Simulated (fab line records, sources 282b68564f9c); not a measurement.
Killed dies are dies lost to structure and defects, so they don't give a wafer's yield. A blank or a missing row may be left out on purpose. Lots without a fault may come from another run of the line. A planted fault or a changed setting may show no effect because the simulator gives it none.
Split-lot experiment | flow rit_cmos | 5 lots, 23 wafers read, on a route of 202 steps

THE SPLIT
At RIT_ACTIVE_OXIDATION_01 (target thk 46.8 nm, ox time 3360 s), the setting temp_c was moved away from the recipe's 1000 C on 10 of the 23 wafers read, by -0.8% to +2.9%. The other wafers ran this setting at the recipe's value.

The file shows no step between the split and the reading.

THE READING
ACTIVE_OXIDE_THK, in nm, at RIT_ACTIVE_THK_MEAS_02. Fault-free wafers of this fab line usually give 46.3 nm, standard deviation 1.1 nm.

wafer  | tool, chamber at the split | temp_c as run, C | against the recipe | ACTIVE_OXIDE_THK, nm | against lot-mates on the recipe
L074.1 | -, -                       | 1000             | recipe             | 47.7                 | -
L074.2 | -, -                       | 1000             | recipe             | 47.2                 | -
L074.3 | -, -                       | 1000             | recipe             | 47.8                 | -
L074.4 | -, -                       | 1000             | recipe             | 47.5                 | -
L074.6 | -, -                       | 1000             | recipe             | 47.6                 | -
L077.2 | -, -                       | 1000             | recipe             | 48.0                 | -
L077.3 | -, -                       | 1000             | recipe             | 47.9                 | -
L077.4 | -, -                       | 1000             | recipe             | 47.8                 | -
L077.5 | -, -                       | 1000             | recipe             | 47.9                 | -
L077.6 | -, -                       | 1000             | recipe             | 48.5                 | -
L079.1 | -, -                       | 1029             | +2.9%              | 59.0                 | no lot-mate on the recipe
L079.2 | -, -                       | 1029             | +2.9%              | 59.2                 | no lot-mate on the recipe
L079.3 | -, -                       | 1029             | +2.9%              | 59.7                 | no lot-mate on the recipe
L079.4 | -, -                       | 1029             | +2.9%              | 60.0                 | no lot-mate on the recipe
L079.5 | -, -                       | 1029             | +2.9%              | 59.7                 | no lot-mate on the recipe
L082.1 | -, -                       | 991.9            | -0.8%              | 42.7                 | no lot-mate on the recipe
L082.2 | -, -                       | 991.9            | -0.8%              | 43.8                 | no lot-mate on the recipe
L082.4 | -, -                       | 991.9            | -0.8%              | 43.7                 | no lot-mate on the recipe
L082.5 | -, -                       | 991.9            | -0.8%              | 43.2                 | no lot-mate on the recipe
L082.6 | -, -                       | 991.9            | -0.8%              | 42.8                 | no lot-mate on the recipe
L085.2 | furnace-01, 0              | 1000             | recipe             | 45.0                 | -
L085.4 | furnace-01, 0              | 1000             | recipe             | 45.2                 | -
L085.5 | furnace-01, 0              | 1000             | recipe             | 44.9                 | -

THE FIT
A straight line over all 23 wafers: ACTIVE_OXIDE_THK changes by +4.34 nm for each +1% of temp_c; r = +0.99; the points scatter about the line by 1 nm.
Too few moved wafers have a lot-mate on the recipe to fit a line with each lot's own level taken away.

THE WHOLE CHAIN: every reading that the file lists as answering this split, in the file's order
step                    | what it does                                                        | reading                                                                             | change (the file's fit)              | r (the file's)
RIT_ACTIVE_OXIDATION_01 | target thk 46.8 nm, ox time 3360 s                                  | SiO2_of_ACTIVE_OXIDATION_01.thk_nm (the simulator's own value, which no gauge read) | +4.34 nm for each +1% of the setting | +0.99
RIT_ACTIVE_THK_MEAS_02  |                                                                     | ACTIVE_OXIDE_THK                                                                    | +4.34 for each +1% of the setting    | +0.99
RIT_ACTIVE_ETCH_13      | etches Si3N4 in SF6, stops on SiO2, time 210 s, target depth 210 nm | SiO2_of_ACTIVE_OXIDATION_01.thk_nm (the simulator's own value, which no gauge read) | +4.76 nm for each +1% of the setting | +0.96
RIT_FOX2_WET_ETCH_03    | etches Si3N4 in H3PO4, target depth 195 nm, time 2700 s             | SiO2_of_ACTIVE_OXIDATION_01.thk_nm (the simulator's own value, which no gauge read) | +4.23 nm for each +1% of the setting | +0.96
RIT_M1_PROBE_99         |                                                                     | etest.pldd.width_nm (the simulator's own value, which no gauge read)                | -52.5 nm for each +1% of the setting | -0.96
RIT_M1_PROBE_99         |                                                                     | etest.nmos_narrow.drive_ua_um (the simulator's own value, which no gauge read)      | -10.4 for each +1% of the setting    | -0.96

THE FILE'S OWN FIT
ACTIVE_OXIDE_THK changes by +4.34 nm for each +1% of temp_c, r = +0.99.
